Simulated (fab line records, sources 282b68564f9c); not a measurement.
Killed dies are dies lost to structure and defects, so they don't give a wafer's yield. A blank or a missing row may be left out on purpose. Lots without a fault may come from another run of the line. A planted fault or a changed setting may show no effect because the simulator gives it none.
fab line records | flow rit_cmos
record lots=14 wafers=42 last_day=7
route steps=202 shown ACTIVE@12 PRETRO@73 GATE@85 M1@202
lots that met no fault: from a run of the same line without faults
start_h: hours from the record's first day to the start of the lot's first wafer shown | wait_h: hours since the lot's step before | " the same as in the row above | L1.1+2: a row that stands for several wafers | - no value, or no start given | * or withheld: withheld | < > ~ a bound
route shown NAME@n: a module of which the file shows steps, and the number in the route of the first | usual: mean/standard deviation of fault-free wafers | same: alike in all rows | chamber/n: place in a boat | sites: the reading at each site | _std_site: their standard deviation | _edge_site: outer sites' mean less inner sites' | radius_mm: how far each site lies from the wafer's centre | mask NAME#n: copy n | behind: the tool/chamber that last shaped the wafer | hold: why the lot was held/for how many hours/how that ended | device: the transistor (n, p or np) that didn't switch | end of line: the same wafers' tests at the end of the route | a step without rows: its recipe alone | killed: dies lost to structure and defects at the first sort, not the wafer's yield | map: a wafer's dies, x killed, . not, _ none there
set.NAME: the setting as run; set.NAME@STEP: as run at that earlier step | model.NAME: the simulator's own value behind a step, which no gauge read
steps of the route over a sample of lots; a table a step, a row a wafer
services: from which hour (start_h, from the record's first day; less than 0 if before it) a tool's chamber was out of use, for how many hours, and why
## steps
# step RIT_ACTIVE_CD_MEAS_11
# recipe target_cd_nm=1400
# usual cd_nm=1400.0/2.2
# columns lot.wafer tool chamber start_h wait_h cd_nm
L853.2 cd_sem-01 - 14.58 - 1400.2
L853.3 " - " " 1395.6
L853.4 " - " " 1397.9
L854.1 cd_sem-02 - 19.44 - 1401.2
L854.2 " - " " 1401.7
L854.5 " - " " 1402.2
L857.2 cd_sem-02 - 35.17 - 1395.6
L857.4 " - " " 1392.9
L857.5 " - " " 1396.1
L858.2 cd_sem-01 - 39.84 - 1398.8
L858.5 " - " " 1397.9
L858.6 " - " " 1394.5
L859.1 cd_sem-02 - 45.74 - 1400.4
L859.3 " - " " 1403.0
L859.4 " - " " 1402.5
L860.1 cd_sem-02 - 49.69 - 1398.8
L860.2 " - " " 1401.4
L860.5 " - " " 1401.8
L862.1 cd_sem-02 - 59.56 - 1398.4
L862.4 " - " " 1402.2
L862.6 " - " " 1402.2
L863.1 cd_sem-02 - 64.52 - 1400.2
L863.3 " - " " 1399.2
L863.6 " - " " 1400.7
L864.1 cd_sem-01 - 69.44 - 1402.0
L864.2 " - " " 1400.1
L864.5 " - " " 1402.1
L872.2 cd_sem-01 - 111.60 - 1398.3
L872.3 " - " " 1397.6
L872.6 " - " " 1396.6
L873.4 cd_sem-01 - 114.75 - 1400.5
L873.5 " - " " 1399.2
L873.6 " - " " 1402.8
L874.1 cd_sem-01 - 120.15 - 1397.5
L874.5 " - " " 1398.2
L874.6 " - " " 1400.4
L875.2 cd_sem-01 - 124.58 - 1401.2
L875.5 " - " " 1399.6
L875.6 " - " " 1400.3
L876.1 cd_sem-01 - 129.58 - 1402.4
L876.2 " - " " 1403.2
L876.3 " - " " 1404.0
# step RIT_ACTIVE_CLEAN_15
# recipe chemistry=SC1 mix=3:3:50 time_s=600 temp_c=75
# usual bath_guard_temp_C=74.7/0.63 bath_heat_duty_pct=15.7/1.8
# columns lot.wafer tool chamber start_h wait_h bath_guard_temp_C bath_heat_duty_pct
L853.2 wet_bench-01 0 15.26 0.1 74.8 15.9
L853.3 " 0 " " 74.0 15.6
L853.4 " 0 " " 74.4 18.4
L854.1 wet_bench-01 0 20.14 0.1 74.7 15.7
L854.2 " 0 " " 74.4 17.0
L854.5 " 0 " " 74.5 17.6
L857.2 wet_bench-04 0 35.85 0.1 74.8 15.7
L857.4 " 0 " " 74.8 15.7
L857.5 " 0 " " 74.7 16.5
L858.2 wet_bench-04 3 40.51 0.1 74.4 18.1
L858.5 " 3 " " 74.6 17.9
L858.6 " 3 " " 74.5 16.2
L859.1 wet_bench-03 2 46.44 0.1 75.8 17.8
L859.3 " 2 " " 75.9 16.7
L859.4 " 2 " " 75.6 14.9
L860.1 wet_bench-04 1 50.39 0.1 75.3 18.4
L860.2 " 1 " " 74.8 18.4
L860.5 " 1 " " 75.2 18.3
L862.1 wet_bench-03 2 60.26 0.1 75.9 14.5
L862.4 " 2 " " 76.2 16.1
L862.6 " 2 " " 75.8 15.9
L863.1 wet_bench-01 3 65.21 0.1 - -
L863.3 " 3 " " - -
L863.6 " 3 " " - -
L864.1 wet_bench-04 3 70.17 0.1 - -
L864.2 " 3 " " - -
L864.5 " 3 " " - -
L872.2 wet_bench-04 2 112.28 0.1 74.4 13.0
L872.3 " 2 " " 74.3 12.3
L872.6 " 2 " " 74.6 12.7
L873.4 wet_bench-01 0 115.39 0.0 74.5 15.6
L873.5 " 0 " " 74.4 16.4
L873.6 " 0 " " 74.9 16.4
L874.1 wet_bench-04 2 120.85 0.1 74.8 12.2
L874.5 " 2 " " 74.0 11.8
L874.6 " 2 " " 74.4 12.5
L875.2 wet_bench-01 2 125.26 0.1 73.8 15.0
L875.5 " 2 " " 73.9 16.1
L875.6 " 2 " " 74.1 15.8
L876.1 wet_bench-04 3 130.28 0.1 74.4 15.7
L876.2 " 3 " " 74.2 16.4
L876.3 " 3 " " 74.2 16.3
# step RIT_PRETRO_STRIP_09
# recipe chemistry=O2 time_s=180 resist=NOVOLAK platen_temp_c=withheld power_w=500 pressure_mtorr=4000 o2_flow_sccm=4000
# usual drypump_motor_current_A=5.5/0.62 rf_refl_power_W=7.0/1.1
# columns lot.wafer tool chamber start_h wait_h drypump_motor_current_A rf_hours_counter_h rf_refl_power_W
L853.2 plasma_asher-01 0 33.18 0.1 6.3 36 5.1
L853.3 " 0 " " 6.3 - 5.2
L853.4 " 1 " " 6.0 - 8.5
L854.1 plasma_asher-01 1 36.15 0.1 6.0 36 8.2
L854.2 " 0 " " 6.3 36 5.3
L854.5 " 0 " " 6.4 - 5.5
L857.2 plasma_asher-04 0 51.84 0.1 5.0 41 8.7
L857.4 " 0 " " 5.0 - 8.5
L857.5 " 1 " " 6.2 - 5.3
L858.2 plasma_asher-04 1 58.29 0.1 6.2 41 5.6
L858.5 " 1 " " 6.3 - 5.6
L858.6 " 0 " " 5.0 - 8.2
L859.1 plasma_asher-01 1 62.11 0.1 6.0 39 8.4
L859.3 " 0 " " 6.3 - 5.1
L859.4 " 1 " " 6.1 - 8.2
L860.1 plasma_asher-02 0 66.08 0.1 5.7 29 8.1
L860.2 " 1 " " 4.7 29 6.4
L860.5 " 0 " " 5.7 - 7.6
L862.1 plasma_asher-04 0 77.06 0.1 5.0 43 8.0
L862.4 " 1 " " 6.2 - 5.5
L862.6 " 0 " " 5.0 - 8.4
L863.1 plasma_asher-02 0 81.56 0.1 5.7 30 7.9
L863.3 " 0 " " 5.8 - 8.0
L863.6 " 0 " " 5.7 - 7.8
L864.1 plasma_asher-02 1 86.64 0.1 4.7 31 6.6
L864.2 " 0 " " 5.8 31 7.7
L864.5 " 1 " " 4.7 - 6.5
L872.2 plasma_asher-02 0 128.44 0.1 5.7 35 8.1
L872.3 " 0 " " 5.7 - 7.9
L872.6 " 0 " " 5.7 - 8.0
L873.4 plasma_asher-02 1 132.05 0.1 4.7 - 6.4
L873.5 " 0 " " 5.7 - 7.6
L873.6 " 1 " " 4.7 - 6.4
L874.1 plasma_asher-01 0 137.16 0.1 6.3 2 5.2
L874.5 " 1 " " 6.1 - 8.2
L874.6 " 0 " " 6.4 - 5.4
L875.2 plasma_asher-02 0 142.13 0.1 5.7 37 8.0
L875.5 " 0 " " 5.7 - 8.1
L875.6 " 1 " " 4.7 - 6.6
L876.1 plasma_asher-02 1 146.39 0.1 4.7 37 6.5
L876.2 " 0 " " 5.7 37 7.5
L876.3 " 0 " " 5.7 - 7.7
# step RIT_GATE_THK_MEAS_09
# recipe reads=poly-Si_of_GATE_CVD_08
# usual GATE_POLY_THK=249.3/2.6
# columns lot.wafer tool chamber start_h wait_h GATE_POLY_THK[nm]
L853.2 film_metro-01 - 36.92 0.0 250.1
L853.3 " - " " 249.6
L853.4 " - " " 249.1
L854.1 film_metro-04 - 40.15 0.0 248.4
L854.2 " - " " 247.7
L854.5 " - " " 248.4
L857.2 film_metro-04 - 56.36 0.0 251.3
L857.4 " - " " 252.7
L857.5 " - " " 253.7
L858.2 film_metro-01 - 64.07 0.0 250.2
L858.5 " - " " 248.1
L858.6 " - " " 247.3
L859.1 film_metro-01 - 65.84 0.0 250.1
L859.3 " - " " 249.1
L859.4 " - " " 250.7
L860.1 film_metro-01 - 71.16 0.0 244.5
L860.2 " - " " 245.0
L860.5 " - " " 243.8
L862.1 film_metro-01 - 85.24 0.0 246.2
L862.4 " - " " 247.7
L862.6 " - " " 244.5
L863.1 film_metro-01 - 86.86 0.0 250.1
L863.3 " - " " 249.9
L863.6 " - " " 248.8
L864.1 film_metro-01 - 90.73 0.0 249.2
L864.2 " - " " 249.1
L864.5 " - " " 248.6
L872.2 film_metro-04 - 132.17 0.0 246.3
L872.3 " - " " 246.9
L872.6 " - " " 247.0
L873.4 film_metro-01 - 135.74 0.0 257.0
L873.5 " - " " 253.9
L873.6 " - " " 253.9
L874.1 film_metro-03 - 141.30 0.0 248.5
L874.5 " - " " 246.8
L874.6 " - " " 246.7
L875.2 film_metro-03 - 145.91 0.0 252.8
L875.5 " - " " 251.7
L875.6 " - " " 250.8
L876.1 film_metro-01 - 150.15 0.0 249.7
L876.2 " - " " 252.0
L876.3 " - " " 249.3
# step RIT_M1_PROBE_99
# usual killed_at_contacts=0.1/0.24 killed_at_front_end=7/3.1 killed_dies=7/3.1 killed_open=3.6/2.1 killed_short=3.2/2
# same gross_dies=264 killed_at_M0_to_M3=0 killed_at_M4_up=0 killed_at_back_side=0 killed_at_other=0
# columns lot.wafer tool chamber start_h wait_h killed_at_contacts killed_at_front_end killed_dies killed_open killed_short
L854.1 prober-01 - 64.00 0.1 0 11 11 5 6
L854.2 prober-01 - 64.05 0.1 0 10 10 3 7
L854.5 prober-01 - 64.20 0.2 0 7 7 4 3
L857.2 prober-02 - 78.51 0.1 0 6 6 2 4
L857.4 prober-02 - 78.61 0.2 0 4 4 3 1
L857.5 prober-02 - 78.66 0.2 0 13 13 8 5
L860.1 prober-01 - 95.13 0.1 0 6 6 3 3
L860.2 prober-01 - 95.18 0.1 0 4 4 3 1
L860.5 prober-01 - 95.33 0.2 0 6 6 3 3
L876.1 prober-01 - 172.86 0.1 0 8 8 5 3
L876.2 prober-01 - 172.91 0.1 0 13 13 4 9
L876.3 prober-01 - 172.96 0.2 0 11 11 8 3
# killed by level:class
L854.1 GATE:geometric_particle:open=3 GATE:geometric_particle:short=2 SPACER:geometric_particle:short=2 FOX2:geometric_particle:open=1 FOX2:geometric_particle:short=1 REOX:geometric_particle:short=1 SILICIDE:geometric_particle:open=1
L854.2 GATE:geometric_particle:short=4 FOX1:geometric_particle:short=2 GATE:geometric_particle:open=2 REOX:geometric_particle:open=1 REOX:geometric_particle:short=1
L854.5 GATE:geometric_particle:open=3 GATE:geometric_particle:short=2 FOX1:geometric_particle:open=1 SILICIDE:geometric_particle:short=1
L857.2 FOX1:geometric_particle:short=1 FOX2:geometric_particle:short=1 FOX2:geometric_particle:open=1 REOX:geometric_particle:short=1 SPACER:geometric_particle:open=1 SILICIDE:geometric_particle:short=1
L857.4 FOX2:geometric_particle:open=1 GATE:geometric_particle:short=1 GATE:geometric_particle:open=1 SPACER:geometric_particle:open=1
L857.5 GATE:geometric_particle:open=5 FOX2:geometric_particle:short=2 REOX:geometric_particle:open=2 FOX2:geometric_particle:open=1 GATE:geometric_particle:short=1 REOX:geometric_particle:short=1 SPACER:geometric_particle:short=1
L860.1 FOX1:geometric_particle:open=1 FOX1:geometric_particle:short=1 GATE:geometric_particle:short=1 GATE:geometric_particle:open=1 SPACER:geometric_particle:short=1 SILICIDE:geometric_particle:open=1
L860.2 FOX1:geometric_particle:open=2 GATE:geometric_particle:short=1 REOX:geometric_particle:open=1
L860.5 FOX1:geometric_particle:open=2 REOX:geometric_particle:short=2 FOX1:geometric_particle:short=1 SPACER:geometric_particle:open=1
L876.1 GATE:geometric_particle:short=3 SPACER:geometric_particle:open=2 FOX1:geometric_particle:open=1 REOX:geometric_particle:open=1 SILICIDE:geometric_particle:open=1
L876.2 FOX1:geometric_particle:short=3 REOX:geometric_particle:open=3 REOX:geometric_particle:short=3 SPACER:geometric_particle:short=2 FOX1:geometric_particle:open=1 FOX2:geometric_particle:short=1
L876.3 GATE:geometric_particle:open=3 SPACER:geometric_particle:open=3 REOX:geometric_particle:short=1 REOX:geometric_particle:open=1 SPACER:geometric_particle:short=1 SILICIDE:geometric_particle:open=1 SILICIDE:geometric_particle:short=1
## services
# columns tool chamber start_h hours kind
plasma_asher-01 - 108.75 9.0 pm
plasma_asher-01 0 108.75 9.0 vent_cycle
plasma_asher-01 1 108.75 9.0 vent_cycle
plasma_asher-01 - 115.26 0.9 repair
plasma_asher-01 0 117.75 - clean
plasma_asher-01 1 117.75 - clean
## key
first_sign step=RIT_ACTIVE_CLEAN_15 reading=tool_record direction=missing
effect none on later readings
met_at RIT_ACTIVE_CLEAN_15
struck_lots L863,L864
tester_left_out L863,L864
not_acting_at RIT_ACTIVE_CD_MEAS_11,RIT_PRETRO_STRIP_09,RIT_GATE_THK_MEAS_09
onset_between 50.39 65.21
fault kind=skipped_step_whole tool=wet_bench-01,wet_bench-04 chamber=- onset_h=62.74 steps=RIT_ACTIVE_CLEAN_15 scope=struck_lots_only
# tester_left_out: of these lots the tester's yield and bins aren't shown, on N5 and GAA mostly nor the transistor test; their killed dies are dies lost to structure and defects alone, not to doping, threshold or leakage, so they don't give the yield
